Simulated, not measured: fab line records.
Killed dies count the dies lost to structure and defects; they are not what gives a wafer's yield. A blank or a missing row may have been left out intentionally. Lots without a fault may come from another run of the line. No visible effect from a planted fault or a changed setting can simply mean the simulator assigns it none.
fab line records	flow ritCmos
[record] lots = 5	wafers = 23
route steps=202 shown SPACER@128 NSD@139 PSD@150 SDANNEAL@156 PLDD@159 SILICIDE@162 CONTACT@171
startH: the number of hours between the record's first day and the start of the first shown wafer of the lot	waitH: hours elapsed since this lot's preceding step	" unchanged from the row above	L1.1+2: a row that stands for several wafers	- no value, or no start given	* or withheld: withheld	< > ~ a bound
route shown NAME@n: NAME is a module with steps in the file, n the number in the route of the first one	usual: mean/standard deviation of fault-free wafers	same: alike in all rows	chamber/n: place in a boat	sites: readings site by site	_std_site: standard deviation of those values	_edge_site: outer sites' mean less inner sites'	radiusMm: for every site, how far away it sits from the centre of the wafer	mask NAME#n: copy n	behind: tool/chamber where the wafer was last shaped	hold: why the lot went on hold/how many hours it stayed there/how the hold came to an end	device: the transistor (n, p or np) that didn't switch	end of line: the same wafers' tests at the end of the route	for a step that has no rows: nothing shown but its recipe	killed: dies that structure and defects cost at the first sort, which is not the same as the wafer's yield	map: a wafer's dies, x killed, . not, _ none there
set.NAME: the setting as run; set.NAME@STEP: as run at that earlier step	model.NAME: the simulator's own value behind a step, which no gauge read
lots with deliberately changed settings; one table per step, one row per wafer
[[steps]]
[step RIT_SPACER_CVD_03]
[recipe] material = Si3N4	targetThkNm = 250	tempC = 810	precursor = SiH2Cl2/NH3	timeS = 3300	pressureMtorr = 300	sih2cl2FlowSccm = 60	nh3FlowSccm = 150
lot.wafer	tool	chamber	startH	waitH	set.tempC	model.Si3N4_of_SPACER_CVD_03.thkNm
L074.1	-	-	-	0.0	810	249.1
L074.3	"	-	"	"	810	252.4
L074.4	"	-	"	"	810	249.8
L074.5	"	-	"	"	810	249.6
L074.6	"	-	"	"	810	251.6
L076.1	-	-	-	0.1	810	249.8
L076.2	"	-	"	"	810	249.7
L076.4	"	-	"	"	810	249.3
L076.5	"	-	"	"	810	250.4
L076.6	"	-	"	"	810	248.9
L078.1	lpcvd-01	0	64.16	0.0	810	245.5
L078.4	"	0	"	"	810	246.2
L078.6	"	0	"	"	810	246.6
L083.1	-	-	-	0.0	826.4	333.3
L083.2	"	-	"	"	826.4	332
L083.4	"	-	"	"	826.4	331
L083.5	"	-	"	"	826.4	333.1
L083.6	"	-	"	"	826.4	333.6
L085.1	-	-	-	0.0	786.4	162.5
L085.2+3	"	-	"	"	786.4	165.2
L085.4	"	-	"	"	786.4	163.6
L085.5	"	-	"	"	786.4	163.1
[step RIT_SPACER_THK_MEAS_04]
[recipe] reads = Si3N4_of_SPACER_CVD_03
[usual] SPACER_NITRIDE_THK = 249.1/2.1
lot.wafer	tool	chamber	startH	waitH	set.tempC@SPACER_CVD_03	SPACER_NITRIDE_THK[nm]
L074.1	filmMetro-02	-	-	-	810	249.3
L074.3	"	-	"	"	810	252.5
L074.4	"	-	"	"	810	249.8
L074.5	"	-	"	"	810	249.7
L074.6	"	-	"	"	810	251.6
L076.1	filmMetro-02	-	-	-	810	249.8
L076.2	"	-	"	"	810	249.6
L076.4	"	-	"	"	810	249.2
L076.5	"	-	"	"	810	250.6
L076.6	"	-	"	"	810	248.9
L078.1	filmMetro-03	-	67.04	0.0	810	245.6
L078.4	"	-	"	"	810	246.2
L078.6	"	-	"	"	810	246.7
L083.1	filmMetro-03	-	-	-	826.4	333.4
L083.2	"	-	"	"	826.4	331.8
L083.4	"	-	"	"	826.4	331.3
L083.5	"	-	"	"	826.4	333.1
L083.6	"	-	"	"	826.4	333.4
L085.1	filmMetro-03	-	-	-	786.4	162.6
L085.2	"	-	"	"	786.4	165.3
L085.3	"	-	"	"	786.4	165.2
L085.4	"	-	"	"	786.4	163.5
L085.5	"	-	"	"	786.4	163.1
[step RIT_SPACER_ETCHBACK_05]
[recipe] targetDepthA = 2500	SF6_flow_sccm = 30	CHF3_flow_sccm = 30	target = Si3N4	chemistry = SF6/CHF3	pressureMtorr = 40	rfW = 250	timeS = 240	stopOn = SiO2
[usual] oesProductAu = 0.841/0.019
lot.wafer	tool	chamber	startH	waitH	set.tempC@SPACER_CVD_03	oesProductAu	model.etch.depthNm	model.Si3N4_of_SPACER_CVD_03.thkNm
L074.1	rieDiel-03	0	46.78	0.1	810	0.829	249.1	193.8
L074.3	"	1	"	"	810	0.838	252.4	197.8
L074.4	"	2	"	"	810	0.859	249.8	194.7
L074.5	"	2	"	"	810	0.863	249.6	195
L074.6	"	1	"	"	810	0.825	251.6	197.2
L076.1	rieDiel-04	3	57.02	0.1	810	0.827	249.8	197.9
L076.2	"	2	"	"	810	0.862	249.7	197
L076.4	"	0	"	"	810	0.815	249.3	195.3
L076.5	"	0	"	"	810	0.822	250.4	195.9
L076.6	"	3	"	"	810	0.821	248.9	196.9
L078.1	rieDiel-04	3	67.10	0.1	810	0.815	245.5	193.6
L078.4	"	1	"	"	810	0.846	246.2	193.4
L078.6	"	0	"	"	810	0.815	246.6	192.2
L083.1	rieDiel-03	0	90.23	0.1	826.4	1.007	319.9	259.5
L083.2	"	1	"	"	826.4	0.977	314.7	259.7
L083.4	"	0	"	"	826.4	0.996	318	258.2
L083.5	"	3	"	"	826.4	1.048	315.3	260.4
L083.6	"	1	"	"	826.4	0.989	316.2	260.6
L085.1	rieDiel-02	0	101.61	0.1	786.4	0.624	162.5	127
L085.2	"	2	"	"	786.4	0.648	165.2	129
L085.3	"	1	"	"	786.4	0.636	165.2	130.5
L085.4	"	3	"	"	786.4	0.642	163.6	128.1
L085.5	"	2	"	"	786.4	0.636	163.1	127.6
[step RIT_NSD_IMPLANT_08]
[recipe] species = P	energyKev = 25	doseCm2 = 1e+15	tiltDeg = 7
lot.wafer	tool	chamber	startH	waitH	set.energyKev	model.implant.drpNm
L074.1+3	implanter-01	0	47.96	0.1	25	14.84
L074.4+5+6	"	0	"	"	25.97	15.18
L076.1+2+5	implanter-02	0	58.33	0.1	25	14.84
L076.4+6	"	0	"	"	25.84	15.14
L078.1+4+6	implanter-02	0	68.42	0.1	25	14.84
L083.1+4+6	implanter-02	0	91.65	0.1	25	14.84
L083.2+5	"	0	"	"	26	15.19
L085.1+2+3+4+5	implanter-01	0	102.93	0.1	25	14.84
[step RIT_PSD_IMPLANT_08]
[recipe] species = BF2	energyKev = 27	doseCm2 = 5e+15	tiltDeg = 7
lot.wafer	tool	chamber	startH	waitH	set.energyKev	model.implant.drpNm
L074.1+3+4+5+6	implanter-03	0	49.51	0.1	27	12.05
L076.1+4	implanter-01	0	59.75	0.1	27.88	12.32
L076.2+5+6	"	0	"	"	27	12.05
L078.1+4+6	implanter-04	0	69.96	0.1	27	12.05
L083.1+2	implanter-03	0	93.08	0.1	26.49	11.89
L083.4+5+6	"	0	"	"	27	12.05
L085.1+2+3	implanter-03	0	104.35	0.1	27.79	12.29
L085.4+5	"	0	"	"	27	12.05
[step RIT_SDANNEAL_RTA_03]
[recipe] tempC = 1050	timeS = 5	idleTempC = 600	rampUpCPerS = 342	rampDownCPerS = 171	coolToC = 600	ambient = N2
lot.wafer	tool	chamber	startH	waitH	set.timeS
L074.1+3+4+5+6	rtpAnneal-01	0	50.26	0.0	5
L076.1+5	rtpAnneal-01	0	60.67	0.0	4.811
L076.2+4+6	"	0	"	"	5
L078.1+4+6	rtpAnneal-01	0	70.74	0.0	5
L083.1+2+4+5+6	rtpAnneal-02	0	93.83	0.0	5
L085.1+4	rtpAnneal-02	0	105.10	0.0	5.643
L085.2+3+5	"	0	"	"	5
[step RIT_SDANNEAL_RS_MEAS_04]
[recipe] thkMeasGauge = four-point-probe
[usual] PSD_RS = 115.90/0.26
lot.wafer	tool	chamber	startH	waitH	set.energyKev@PSD_IMPLANT_08	set.timeS@SDANNEAL_RTA_03	PSD_RS[ohm/sq]
L074.1	filmMetro-02	-	50.32	0.0	27	5	116.01
L074.3	"	-	"	"	27	5	115.74
L074.4	"	-	"	"	27	5	115.80
L074.5	"	-	"	"	27	5	116.02
L074.6	"	-	"	"	27	5	115.87
L076.1	filmMetro-01	-	60.73	0.0	27.88	4.811	114.92
L076.2	"	-	"	"	27	5	116.59
L076.4	"	-	"	"	27.88	5	114.15
L076.5	"	-	"	"	27	4.811	116.51
L076.6	"	-	"	"	27	5	116.44
L078.1	filmMetro-02	-	70.80	0.0	27	5	115.95
L078.4	"	-	"	"	27	5	116.43
L078.6	"	-	"	"	27	5	116.07
L083.1	filmMetro-01	-	93.89	0.0	26.49	5	117.20
L083.2	"	-	"	"	26.49	5	116.99
L083.4	"	-	"	"	27	5	116.04
L083.5	"	-	"	"	27	5	115.85
L083.6	"	-	"	"	27	5	115.78
L085.1	filmMetro-04	-	105.22	0.1	27.79	5.643	112.96
L085.2	"	-	"	"	27.79	5	114.50
L085.3	"	-	"	"	27.79	5	114.19
L085.4	"	-	"	"	27	5.643	114.46
L085.5	"	-	"	"	27	5	116.45
[step RIT_SDANNEAL_RS_MEAS_06]
[recipe] thkMeasGauge = four-point-probe
[usual] PLDD_RS = 178.5/0.44
lot.wafer	tool	chamber	startH	waitH	set.energyKev@PLDD_IMPLANT_08	PLDD_RS[ohm/sq]
L074.1	filmMetro-02	-	50.56	0.1	20	178.6
L074.3	"	-	"	"	20	177.8
L074.4	"	-	"	"	19.13	181.1
L074.5	"	-	"	"	19.13	181.5
L074.6	"	-	"	"	20	178.7
L076.1	filmMetro-01	-	60.97	0.1	20	179.4
L076.2	"	-	"	"	20	179.3
L076.4	"	-	"	"	20	178.7
L076.5	"	-	"	"	20	179.4
L076.6	"	-	"	"	20	179.0
L078.1	filmMetro-02	-	71.04	0.1	20	177.8
L078.4	"	-	"	"	20	178.4
L078.6	"	-	"	"	20	178.6
L083.1	filmMetro-01	-	94.13	0.1	20	178.7
L083.2	"	-	"	"	20.98	175.4
L083.4	"	-	"	"	20	178.1
L083.5	"	-	"	"	20	177.8
L083.6	"	-	"	"	20.98	175.3
L085.1	filmMetro-04	-	105.46	0.1	20	177.5
L085.2	"	-	"	"	19.65	180.2
L085.3	"	-	"	"	19.65	180.1
L085.4	"	-	"	"	20	177.5
L085.5	"	-	"	"	20	179.0
[step RIT_SILICIDE_SPUTTER_01]
[recipe] material = Ti	targetThkNm = 30	powerW = 350	chamberPressurePa = 0.667	gas = Ar	timeS = 240	substrateTempC = 25
lot.wafer	tool	chamber	startH	waitH	set.timeS	model.Ti_of_SILICIDE_SPUTTER_01.thkNm
L074.1	pvdSputter-03	-	50.81	0.0	267	33.18
L074.3	"	-	"	"	240	29.94
L074.4	"	-	"	"	240	29.87
L074.5	"	-	"	"	267	33.43
L074.6	"	-	"	"	267	33.39
L076.1	pvdSputter-01	-	61.24	0.0	240	29.86
L076.2	"	-	"	"	240	30.21
L076.4	"	-	"	"	259.6	32.18
L076.5	"	-	"	"	259.6	32.75
L076.6	"	-	"	"	259.6	32.39
L078.1	pvdSputter-03	-	71.30	0.0	240	29.31
L078.4	"	-	"	"	240	29.92
L078.6	"	-	"	"	240	29.69
L083.1	pvdSputter-04	-	94.38	0.0	258.3	31.8
L083.2	"	-	"	"	258.3	32.35
L083.4	"	-	"	"	240	29.74
L083.5	"	-	"	"	240	30.25
L083.6	"	-	"	"	258.3	32.09
L085.1	pvdSputter-04	-	105.71	0.0	210.8	26.17
L085.2	"	-	"	"	210.8	25.5
L085.3	"	-	"	"	240	29.26
L085.4	"	-	"	"	210.8	25.56
L085.5	"	-	"	"	240	29.14
[step RIT_SILICIDE_RS_MEAS_02]
[recipe] thkMeasGauge = four-point-probe	reads = Ti_of_SILICIDE_SPUTTER_01
[usual] SILICIDE_TI_RS = 48.5/0.65
lot.wafer	tool	chamber	startH	waitH	set.timeS@SILICIDE_SPUTTER_01	SILICIDE_TI_RS[ohm/sq]
L074.1	filmMetro-03	-	50.96	0.1	267	42.3
L074.3	"	-	"	"	240	48.1
L074.4	"	-	"	"	240	48.3
L074.5	"	-	"	"	267	41.8
L074.6	"	-	"	"	267	41.9
L076.1	filmMetro-01	-	61.39	0.1	240	48.2
L076.2	"	-	"	"	240	47.4
L076.4	"	-	"	"	259.6	43.9
L076.5	"	-	"	"	259.6	42.9
L076.6	"	-	"	"	259.6	43.5
L078.1	filmMetro-01	-	71.45	0.1	240	49.2
L078.4	"	-	"	"	240	48.0
L078.6	"	-	"	"	240	48.6
L083.1	filmMetro-02	-	94.54	0.1	258.3	44.6
L083.2	"	-	"	"	258.3	43.6
L083.4	"	-	"	"	240	48.4
L083.5	"	-	"	"	240	47.5
L083.6	"	-	"	"	258.3	44.0
L085.1	filmMetro-03	-	105.86	0.1	210.8	56.9
L085.2	"	-	"	"	210.8	58.8
L085.3	"	-	"	"	240	49.4
L085.4	"	-	"	"	210.8	58.6
L085.5	"	-	"	"	240	49.7
[step RIT_SILICIDE_THK_MEAS_03]
[recipe] thkMeasGauge = xrf	reads = Ti_of_SILICIDE_SPUTTER_01
[usual] SILICIDE_TI_THK = 29.6/0.32
lot.wafer	tool	chamber	startH	waitH	set.timeS@SILICIDE_SPUTTER_01	SILICIDE_TI_THK[nm]
L074.1	filmMetro-03	-	51.08	0.1	267	33.0
L074.3	"	-	"	"	240	29.7
L074.4	"	-	"	"	240	29.7
L074.5	"	-	"	"	267	33.3
L074.6	"	-	"	"	267	33.3
L076.1	filmMetro-01	-	61.51	0.1	240	29.8
L076.2	"	-	"	"	240	30.1
L076.4	"	-	"	"	259.6	32.1
L076.5	"	-	"	"	259.6	32.6
L076.6	"	-	"	"	259.6	32.1
L078.1	filmMetro-01	-	71.57	0.1	240	29.3
L078.4	"	-	"	"	240	29.8
L078.6	"	-	"	"	240	29.7
L083.1	filmMetro-02	-	94.66	0.1	258.3	31.8
L083.2	"	-	"	"	258.3	32.3
L083.4	"	-	"	"	240	29.7
L083.5	"	-	"	"	240	30.2
L083.6	"	-	"	"	258.3	32.0
L085.1	filmMetro-03	-	105.98	0.1	210.8	26.1
L085.2	"	-	"	"	210.8	25.4
L085.3	"	-	"	"	240	29.1
L085.4	"	-	"	"	210.8	25.5
L085.5	"	-	"	"	240	29.1
[step RIT_CONTACT_COAT_03]
[recipe] resist = NOVOLAK	spinRpm = 3250	resistThkNm = 1000
lot.wafer	tool	chamber	startH	waitH	set.spinRpm	model.NOVOLAK_of_CONTACT_COAT_03.thkNm
L074.1	lithoTrack-04	0	51.58	0.1	3250	999
L074.3	"	0	"	"	3250	997.2
L074.4	"	0	"	"	3250	997.8
L074.5	"	0	"	"	3250	995.4
L074.6	"	0	"	"	3250	995.9
L076.1	lithoTrack-02	0	62.00	0.1	3398	974.2
L076.2	"	0	"	"	3398	977.8
L076.4	"	0	"	"	3250	996.9
L076.5	"	0	"	"	3250	998.1
L076.6	"	0	"	"	3398	975.3
L078.1	lithoTrack-04	0	72.06	0.1	3250	1001
L078.4	"	0	"	"	3250	999.8
L078.6	"	0	"	"	3250	997.9
L083.1	lithoTrack-04	0	95.16	0.1	3250	998.8
L083.2	"	0	"	"	3155	1012
L083.4	"	0	"	"	3155	1009
L083.5	"	0	"	"	3250	997.2
L083.6	"	0	"	"	3155	1017
L085.1	lithoTrack-01	0	106.54	0.1	3250	996.1
L085.2	"	0	"	"	3250	993.8
L085.3	"	0	"	"	3250	995.5
L085.4	"	0	"	"	3250	994
L085.5	"	0	"	"	3250	995.8
[[key]]
[split] step = RIT_SPACER_CVD_03	setting = tempC	stated = 810	by = lot
[response] step = RIT_SPACER_CVD_03	reading = model.Si3N4_of_SPACER_CVD_03.thkNm	change = +33.6	per = 1%	r = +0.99
[response] step = RIT_SPACER_THK_MEAS_04	reading = SPACER_NITRIDE_THK	change = +33.6	per = 1%	r = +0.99
[response] step = RIT_SPACER_ETCHBACK_05	reading = oesProductAu	change = +0.0734	per = 1%	r = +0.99
[response] step = RIT_SPACER_ETCHBACK_05	reading = model.etch.depthNm	change = +30.8	per = 1%	r = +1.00
[response] step = RIT_SPACER_ETCHBACK_05	reading = model.Si3N4_of_SPACER_CVD_03.thkNm	change = +26.2	per = 1%	r = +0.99
[split] step = RIT_NSD_IMPLANT_08	setting = energyKev	stated = 25	by = wafer
[response] step = RIT_NSD_IMPLANT_08	reading = model.implant.drpNm	change = +0.0889	per = 1%	r = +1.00
[split] step = RIT_PSD_IMPLANT_08	setting = energyKev	stated = 27	by = wafer
[response] step = RIT_PSD_IMPLANT_08	reading = model.implant.drpNm	change = +0.0845	per = 1%	r = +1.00
[response] step = RIT_SDANNEAL_RS_MEAS_04	reading = PSD_RS	slope = -0.632	per = 1%	togetherWith = timeS@SDANNEAL_RTA_03	explained = 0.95
[split] step = RIT_SDANNEAL_RTA_03	setting = timeS	stated = 5	by = wafer
[response] step = RIT_SDANNEAL_RS_MEAS_04	reading = PSD_RS	slope = -0.125	per = 1%	togetherWith = energyKev@PSD_IMPLANT_08	explained = 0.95
[split] step = RIT_SILICIDE_SPUTTER_01	setting = timeS	stated = 240	by = wafer
[response] step = RIT_SILICIDE_SPUTTER_01	reading = model.Ti_of_SILICIDE_SPUTTER_01.thkNm	change = +0.291	per = 1%	r = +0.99
[response] step = RIT_SILICIDE_RS_MEAS_02	reading = SILICIDE_TI_RS	change = -0.598	per = 1%	r = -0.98
[response] step = RIT_SILICIDE_THK_MEAS_03	reading = SILICIDE_TI_THK	change = +0.291	per = 1%	r = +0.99
[split] step = RIT_CONTACT_COAT_03	setting = spinRpm	stated = 3250	by = wafer
[response] step = RIT_CONTACT_COAT_03	reading = model.NOVOLAK_of_CONTACT_COAT_03.thkNm	change = -4.84	per = 1%	r = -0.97
split outsideThisFile step=RIT_PLDD_IMPLANT_08 setting=energyKev
// split outsideThisFile: this setting was split too, and the file shows its column; the key of that split is in another file
